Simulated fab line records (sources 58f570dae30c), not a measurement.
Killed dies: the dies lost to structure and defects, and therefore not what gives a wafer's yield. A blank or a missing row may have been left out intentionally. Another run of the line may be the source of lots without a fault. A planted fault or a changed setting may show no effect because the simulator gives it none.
Lot-split experiment :: flow berkeley-cmos170 :: 23 wafers read from 5 lots, route of 331 steps

== ON THE SPLIT ==
At UCB170_CONTACT_EXPOSE_12 (exposes mask CONT, target cd 700 nm), the setting dose-mj was moved away from the recipe's 35 on 9 of the 23 wafers read, by -5.7% to +5.3%. For the rest of the wafers, this setting stayed at what the recipe calls for.

== FROM THE SPLIT TO THE READING: what the file shows between them, 6 steps ==
- UCB170_CONTACT_PEB_13
- UCB170_CONTACT_DEVELOP_14: develop time 45 s
- UCB170_CONTACT_CD_MEAS_15: target cd 700 nm
- UCB170_CONTACT_ETCH_17: etches BARC in N2/H2
- UCB170_CONTACT_ETCH_18: etches PSG in CHF3/CF4/Ar, stops on TiSi2, target depth 840 nm, time 195 s
- UCB170_CONTACT_STRIP_19: strips in O2

== THE READING ==
At UCB170_CONTACT_CD_MEAS_90: cd-nm in nanometres, against a target cd of 700 nm. Typical for fault-free wafers on this fab line: 700.4 nm, with standard deviation 1.8 nm.

wafer: L074.1
tool, chamber at the split: krf-scanner-02, 0
dose-mj as run: 35
against the recipe: recipe
cd-nm, nm: 699.7
against lot-mates on the recipe: -

wafer: L074.3
tool, chamber at the split: krf-scanner-02, 0
dose-mj as run: 35
against the recipe: recipe
cd-nm, nm: 700.4
against lot-mates on the recipe: -

wafer: L074.4
tool, chamber at the split: krf-scanner-02, 0
dose-mj as run: 35
against the recipe: recipe
cd-nm, nm: 699.1
against lot-mates on the recipe: -

wafer: L077.1
tool, chamber at the split: krf-scanner-02, 0
dose-mj as run: 33.86
against the recipe: -3.3%
cd-nm, nm: 695.1
against lot-mates on the recipe: -5.7

wafer: L077.2
tool, chamber at the split: krf-scanner-02, 0
dose-mj as run: 35
against the recipe: recipe
cd-nm, nm: 700.7
against lot-mates on the recipe: -

wafer: L077.4
tool, chamber at the split: krf-scanner-02, 0
dose-mj as run: 35
against the recipe: recipe
cd-nm, nm: 700.9
against lot-mates on the recipe: -

wafer: L077.5
tool, chamber at the split: krf-scanner-02, 0
dose-mj as run: 33.86
against the recipe: -3.3%
cd-nm, nm: 695.6
against lot-mates on the recipe: -5.2

wafer: L077.6
tool, chamber at the split: krf-scanner-02, 0
dose-mj as run: 35
against the recipe: recipe
cd-nm, nm: 700.7
against lot-mates on the recipe: -

wafer: L081.1
tool, chamber at the split: krf-scanner-01, 0
dose-mj as run: 35
against the recipe: recipe
cd-nm, nm: 699.7
against lot-mates on the recipe: -

wafer: L081.2
tool, chamber at the split: krf-scanner-01, 0
dose-mj as run: 36.74
against the recipe: +5.0%
cd-nm, nm: 707.8
against lot-mates on the recipe: +7.2

wafer: L081.4
tool, chamber at the split: krf-scanner-01, 0
dose-mj as run: 36.74
against the recipe: +5.0%
cd-nm, nm: 710.1
against lot-mates on the recipe: +9.5

wafer: L081.5
tool, chamber at the split: krf-scanner-01, 0
dose-mj as run: 35
against the recipe: recipe
cd-nm, nm: 701.5
against lot-mates on the recipe: -

wafer: L081.6
tool, chamber at the split: krf-scanner-01, 0
dose-mj as run: 36.74
against the recipe: +5.0%
cd-nm, nm: 710.5
against lot-mates on the recipe: +9.9

wafer: L083.1
tool, chamber at the split: krf-scanner-01, 0
dose-mj as run: 36.85
against the recipe: +5.3%
cd-nm, nm: 712.2
against lot-mates on the recipe: +9.3

wafer: L083.2
tool, chamber at the split: krf-scanner-01, 0
dose-mj as run: 36.85
against the recipe: +5.3%
cd-nm, nm: 711.6
against lot-mates on the recipe: +8.7

wafer: L083.4
tool, chamber at the split: krf-scanner-01, 0
dose-mj as run: 35
against the recipe: recipe
cd-nm, nm: 701.9
against lot-mates on the recipe: -

wafer: L083.5
tool, chamber at the split: krf-scanner-01, 0
dose-mj as run: 35
against the recipe: recipe
cd-nm, nm: 702.7
against lot-mates on the recipe: -

wafer: L083.6
tool, chamber at the split: krf-scanner-01, 0
dose-mj as run: 35
against the recipe: recipe
cd-nm, nm: 704.0
against lot-mates on the recipe: -

wafer: L085.1
tool, chamber at the split: krf-scanner-01, 0
dose-mj as run: 33.01
against the recipe: -5.7%
cd-nm, nm: 687.7
against lot-mates on the recipe: -9.5

wafer: L085.2
tool, chamber at the split: krf-scanner-01, 0
dose-mj as run: 35
against the recipe: recipe
cd-nm, nm: 696.4
against lot-mates on the recipe: -

wafer: L085.3
tool, chamber at the split: krf-scanner-01, 0
dose-mj as run: 35
against the recipe: recipe
cd-nm, nm: 697.5
against lot-mates on the recipe: -

wafer: L085.4
tool, chamber at the split: krf-scanner-01, 0
dose-mj as run: 35
against the recipe: recipe
cd-nm, nm: 697.7
against lot-mates on the recipe: -

wafer: L085.5
tool, chamber at the split: krf-scanner-01, 0
dose-mj as run: 33.01
against the recipe: -5.7%
cd-nm, nm: 687.2
against lot-mates on the recipe: -10.0

THE FIT
A straight line over all 23 wafers: cd-nm changes by +2.03 nm for each +1% of dose-mj; r = +0.96; the points scatter about the line by 1.9 nm.
The same after taking each lot's own level away (the mean of its wafers on the recipe; 23 wafers): +1.73 nm for each +1%; r = +0.99; scatter 0.71 nm.
That fit puts the effect of the largest move of dose-mj on the reading at 9.8 nm.
The span of the lots' own levels, 697.20 to 702.87 nm, comes to 3.1 times the standard deviation stated above.
Hence the slope depends on the lot-to-lot level, as the two fits are not the same.
Check: with one of the wafers moved furthest among these (-5.7%) left out of the fit, the line predicts -9.86 nm for it against its lot-mates. Against them it came out at -9.5 nm.

== THE WHOLE CHAIN: every reading that the file lists as answering this split, in the file's order ==
step: UCB170_CONTACT_CD_MEAS_15
what it does: target cd 700 nm
reading: cd-nm
change (the file's fit): +1.7 nm for each +1% of the setting
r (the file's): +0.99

step: UCB170_CONTACT_ETCH_17
what it does: etches BARC in N2/H2
reading: CONTACT.cd-nm (the simulator's own value, which no gauge read)
change (the file's fit): +1.7 nm for each +1% of the setting
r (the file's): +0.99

step: UCB170_CONTACT_CD_MEAS_90
what it does: target cd 700 nm
reading: cd-nm
change (the file's fit): +1.73 nm for each +1% of the setting
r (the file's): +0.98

== THE FILE'S OWN FIT ==
cd-nm changes by +1.73 nm for each +1% of dose-mj, r = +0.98.
